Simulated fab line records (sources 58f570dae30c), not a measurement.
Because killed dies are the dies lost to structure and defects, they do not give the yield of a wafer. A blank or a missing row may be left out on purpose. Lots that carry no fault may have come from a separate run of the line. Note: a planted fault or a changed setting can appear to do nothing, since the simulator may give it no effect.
Matching of chambers + flow berkeley_cmos170 + UCB170_CONTACT_ETCH_18 on rie_diel-02 has 4 sister chambers
The step etches PSG in CHF3/CF4/Ar, stops on TiSi2, target depth 840 nm, time 195 s. 14 wafers are shown with their chamber, then 7 later ones without.

WAFERS WITH THEIR CHAMBER
| wafer  | chamber | drypump_motor_current_A (A) | throttle_valve_pct (%) | oes_product_au (a.u.) |
|--------|---------|-----------------------------|------------------------|-----------------------|
| L745.2 | 0       | 6.4                         | 7.00                   | 0.878                 |
| L745.4 | 0       | 6.4                         | 7.00                   | 0.889                 |
| L745.5 | 3       | 5.7                         | 6.79                   | 0.880                 |
| L747.1 | 2       | 6.4                         | 7.05                   | 0.865                 |
| L747.2 | 3       | 5.7                         | 6.80                   | 0.869                 |
| L747.3 | 1       | 6.7                         | 7.07                   | 0.887                 |
| L754.2 | 3       | 5.7                         | 6.78                   | 0.878                 |
| L754.3 | 2       | 6.3                         | 7.03                   | 0.876                 |
| L754.4 | 2       | 6.3                         | 7.04                   | 0.872                 |
| L755.2 | 3       | 5.7                         | 6.79                   | 0.884                 |
| L755.4 | 1       | 6.7                         | 7.06                   | 0.902                 |
| L755.6 | 3       | 5.7                         | 6.78                   | 0.881                 |
| L756.1 | 3       | 5.7                         | 6.78                   | 0.891                 |
| L756.3 | 1       | 6.7                         | 7.08                   | 0.902                 |

SIGNATURES (averages over the wafers above)
| reading                 | chamber 0 | chamber 1 | chamber 2 | chamber 3 | scatter within a chamber |
|-------------------------|-----------|-----------|-----------|-----------|--------------------------|
| drypump_motor_current_A | 6.400     | 6.700     | 6.333     | 5.700     | 0.0258                   |
| throttle_valve_pct      | 7.0000    | 7.0700    | 7.0400    | 6.7867    | 0.00856                  |
| oes_product_au          | 0.88350   | 0.89700   | 0.87100   | 0.88050   | 0.00731                  |
Rule: a wafer's distance from a chamber is the root of the sum, over the readings, of the square of ((its reading less the chamber's mean) divided by the reading's scatter). If the next closest chamber is less than 2 further off than the closest, the wafer can't be placed; otherwise it belongs to the closest. The scatter: the root of (the sum of the squares of (reading less its chamber's mean) over the shown wafers, divided by (wafers less chambers)).

WAFERS WHOSE CHAMBER IS MISSING
| wafer  | drypump_motor_current_A (A) | throttle_valve_pct (%) | oes_product_au (a.u.) |
|--------|-----------------------------|------------------------|-----------------------|
| L756.6 | 6.7                         | 7.07                   | 0.901                 |
| L759.1 | 6.4                         | 6.99                   | 0.877                 |
| L759.2 | 6.7                         | 7.08                   | 0.888                 |
| L759.5 | 5.7                         | 6.79                   | 0.875                 |
| L763.2 | 5.7                         | 6.78                   | 0.888                 |
| L763.4 | 6.4                         | 7.03                   | 0.885                 |
| L763.6 | 6.7                         | 7.07                   | 0.907                 |

WHICH CHAMBER EACH WENT THROUGH
| wafer  | from the rows above     | in truth |
|--------|-------------------------|----------|
| L756.6 | 1                       | 1        |
| L759.1 | 0                       | 0        |
| L759.2 | 1                       | 1        |
| L759.5 | 3                       | 3        |
| L763.2 | 3                       | 3        |
| L763.4 | can't be placed: 2 or 0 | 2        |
| L763.6 | 1                       | 1        |
Placed correctly: 6 of 7. These rows do not allow placing 1 (true chamber among the candidates in 1). Number placed wrongly: 0.
